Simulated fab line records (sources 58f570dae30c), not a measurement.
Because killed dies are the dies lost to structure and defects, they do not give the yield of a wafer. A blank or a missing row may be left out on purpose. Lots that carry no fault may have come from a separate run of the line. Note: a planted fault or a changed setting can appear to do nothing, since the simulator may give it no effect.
8D (eight disciplines) problem report, filled in by code    flow berkeley-cmos170    the parts of the form that need people (team, actions taken, sign-off) are left out

## 1. WHAT WENT WRONG
At UCB170_PSD_EXPOSE_03, exposure-dose-mJ-cm2 averages 30.87 over 9 wafers from 3 lots, while fault-free wafers read 29.99, standard deviation 0.034. Measured from the usual mean, that is +26 standard deviations.
The step: exposes mask PSELECT MOD, target cd 1200 nm.
The first sign was on wafer L917.1 at day 8 21:29, on krf-scanner-01. At this step, 45 wafers from 15 lots have a number in the record. Rule for "out", or "out of limits": more than 4 standard deviations from the usual mean. The rest of the wafers with a number are treated as sound.

## 2. WHAT THIS IS AND IS NOT
question                     is                      is not
which readings at this step  exposure-dose-mJ-cm2    -
which lots                   L915, L916, L917        L910, L911, L912, L913, L914, L921, L922, L924, L925, L926, L931, L933
which wafers of those lots   all that have a number  -
read on which tools          krf-scanner-01          krf-scanner-02
when                         from day 8 21:29        up to then (15 sound wafers); but 21 sound wafers of L921, L922, L924, L925, L926, L931, L933 came after

## 3. WHAT RULES OUT EACH SUSPECT
Counting: any tool at a process step up to the reading is kept as a suspect provided that every lot that is out went through it and no sound lot did after the first of them.
- krf-scanner-01 at UCB170_PSD_EXPOSE_03 (exposes mask PSELECT MOD, target cd 1200 nm): kept. It processed each lot that is out, first L917 at day 8 21:29, and no sound lot thereafter; up to then, the last sound lot it processed was L914 at day 8 05:58. Its own exposure-dose-mJ-cm2 readings are out on those wafers.
After counting, what remains is krf-scanner-01 at UCB170_PSD_EXPOSE_03.

## 4. THE CAUSE (what the simulator had put in)
Process parameters drifting: krf-scanner-01 at UCB170_PSD_EXPOSE_03, beginning at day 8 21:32. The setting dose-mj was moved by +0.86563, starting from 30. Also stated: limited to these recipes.
Counting left only this tool.

## 5. THE EFFECT CHAIN, in route order
One row per reading whose mean, taken over the struck wafers that have a number, lies over 3 standard deviations from the usual. Readings are gone through only where the record gives a usual standard deviation; hours: the median, over the lots, of the time from a lot's start at the first step in this table giving one to that lot's start at this step; sigmas: the change measured in usual standard deviations.
hours  step                  reading               usual  on struck wafers  change  sigmas
0      UCB170_PSD_EXPOSE_03  exposure-dose-mJ-cm2  29.99  30.87             +0.88   +26
It contains these process steps:
- UCB170_PSD_EXPOSE_03: exposes mask PSELECT MOD, target cd 1200 nm.
At these later measuring or inspecting steps, every struck wafer for which the step has a row has a number for every such reading, and none has moved that far: UCB170_PSD_CD_MEAS_06.

## 6. WHAT WOULD HAVE CAUGHT IT SOONER
In this record the first reading out of limits was taken at day 8 21:29.
